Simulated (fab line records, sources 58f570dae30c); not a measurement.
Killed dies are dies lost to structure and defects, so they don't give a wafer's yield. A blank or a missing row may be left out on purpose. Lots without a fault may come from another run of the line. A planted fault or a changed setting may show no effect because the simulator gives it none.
Chamber matching | flow berkeley_cmos170 | UCB170_GATE_ETCH_15 on rie_si-01: 4 sister chambers
The step etches poly-Si in HBr/Cl2, stops on SiO2, time 56.3 s, target depth 278.2 nm. 4 wafers are shown with their chamber, then 7 later ones without.

WAFERS WITH THEIR CHAMBER
wafer  | chamber | drypump_motor_current_A (A)
L854.5 | 3       | 5.2
L857.2 | 2       | 6.0
L859.1 | 1       | 5.5
L859.2 | 0       | 5.8

WAFERS WITHOUT THEIR CHAMBER
wafer  | drypump_motor_current_A (A)
L859.6 | 5.5
L860.2 | 5.5
L860.3 | 6.0
L860.5 | 5.2
L863.2 | 5.1
L863.3 | 5.5
L863.6 | 5.2

WHICH CHAMBER EACH WENT THROUGH
wafer  | from the rows above | in truth
L859.6 | 1                   | 1
L860.2 | 1                   | 1
L860.3 | 2                   | 2
L860.5 | 3                   | 3
L863.2 | 3                   | 3
L863.3 | 1                   | 1
L863.6 | 3                   | 3
Placed correctly: 7 of 7. Can't be placed from these rows: 0. Placed wrongly: 0.
How it was worked out, from the rows above alone: a wafer's distance from a chamber is the root of the sum, over the readings, of the square of ((its reading less the chamber's mean) divided by the reading's scatter). The wafer belongs to the nearest chamber; if the next one is less than 2 further off, it can't be placed. A chamber's mean is the mean of its shown wafers. The scatter: with one shown wafer a chamber, the root of the mean of the squares of how far each hidden wafer lies from its nearest shown one.
